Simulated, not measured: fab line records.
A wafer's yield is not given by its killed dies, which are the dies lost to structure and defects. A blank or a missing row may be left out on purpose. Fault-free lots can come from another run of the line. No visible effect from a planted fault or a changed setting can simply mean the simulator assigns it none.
The tool behind it: which one? :: flow rit cmos :: 7 lots, 21 wafers sampled, at 2 steps of a route of 202

== WHAT THE GAUGES READ, wafer by wafer ==
RIT_ACTIVE_THK_MEAS_04.
lot: L152
measured: day 1 23:32
on: film metro-01
ACTIVE_NITRIDE_THK (nm): 150.2 151.8 151.1

lot: L155
measured: day 2 14:32
on: film metro-02
ACTIVE_NITRIDE_THK (nm): 154.3 152.8 152.6

lot: L157
measured: day 3 00:37
on: film metro-03
ACTIVE_NITRIDE_THK (nm): 150.9 150.2 150.1

lot: L159
measured: day 3 12:19
on: film metro-02
ACTIVE_NITRIDE_THK (nm): 149.6 149.2 148.2

lot: L162
measured: day 4 01:32
on: film metro-02
ACTIVE_NITRIDE_THK (nm): 151.3 152.2 151.2

lot: L164
measured: day 4 13:07
on: film metro-01
ACTIVE_NITRIDE_THK (nm): 298.8 297.6 298.5

lot: L173
measured: day 6 08:32
on: film metro-03
ACTIVE_NITRIDE_THK (nm): 151.0 153.0 151.4

== WHICH TOOL RAN EACH LOT (tool, then ch and the chambers of the sampled wafers, then the start) ==
lot: L152
RIT_ACTIVE_CVD_03: lpcvd-02 ch 0, day 1 22:07

lot: L155
RIT_ACTIVE_CVD_03: lpcvd-02 ch 1, day 2 13:07

lot: L157
RIT_ACTIVE_CVD_03: lpcvd-02 ch 0, day 2 23:10

lot: L159
RIT_ACTIVE_CVD_03: lpcvd-02 ch 1, day 3 09:07

lot: L162
RIT_ACTIVE_CVD_03: lpcvd-01 ch 1, day 4 00:07

lot: L164
RIT_ACTIVE_CVD_03: lpcvd-01 ch 1, day 4 10:07 and lpcvd-02 ch 1, day 4 11:42

lot: L173
RIT_ACTIVE_CVD_03: lpcvd-01 ch 1, day 6 07:07
- RIT_ACTIVE_CVD_03: deposits Si3N4 from SiH2Cl2/NH3, target thk 150 nm, time 1500 s.

== THE ANSWER, worked out from the rows above alone ==
Rule: usual is defined by the lots themselves. Put in order of their means at a reading, lots are off if they are a third of the lots or fewer, leave a main group of 4 or more, and stand apart from it by a gap of 3 or more times the standard deviation of the main group's means; of several such gaps the widest counts. A main group is skipped when, at the precision printed for the reading in the tables above, its means are all equal. A lot without any number at a reading at which 4 lots or more have one is off too. All remaining lots with rows at the step are treated as sound.
Off: L164, seen at RIT_ACTIVE_THK_MEAS_04 (ACTIVE_NITRIDE_THK). The main group has a mean of 151.2 nm with a standard deviation of 1.3.
If a tool, at a process step before that reading, ran all the lots that are off and no sound lot after the first of them, it fits. Gauges at RIT_ACTIVE_THK_MEAS_04: tried the same way as those tools. Undecided on this evidence; 2 tools fit (lpcvd-02 at RIT_ACTIVE_CVD_03, film metro-01 at RIT_ACTIVE_THK_MEAS_04).

== WHAT HAD BEEN PUT IN BY THE SIMULATOR ==
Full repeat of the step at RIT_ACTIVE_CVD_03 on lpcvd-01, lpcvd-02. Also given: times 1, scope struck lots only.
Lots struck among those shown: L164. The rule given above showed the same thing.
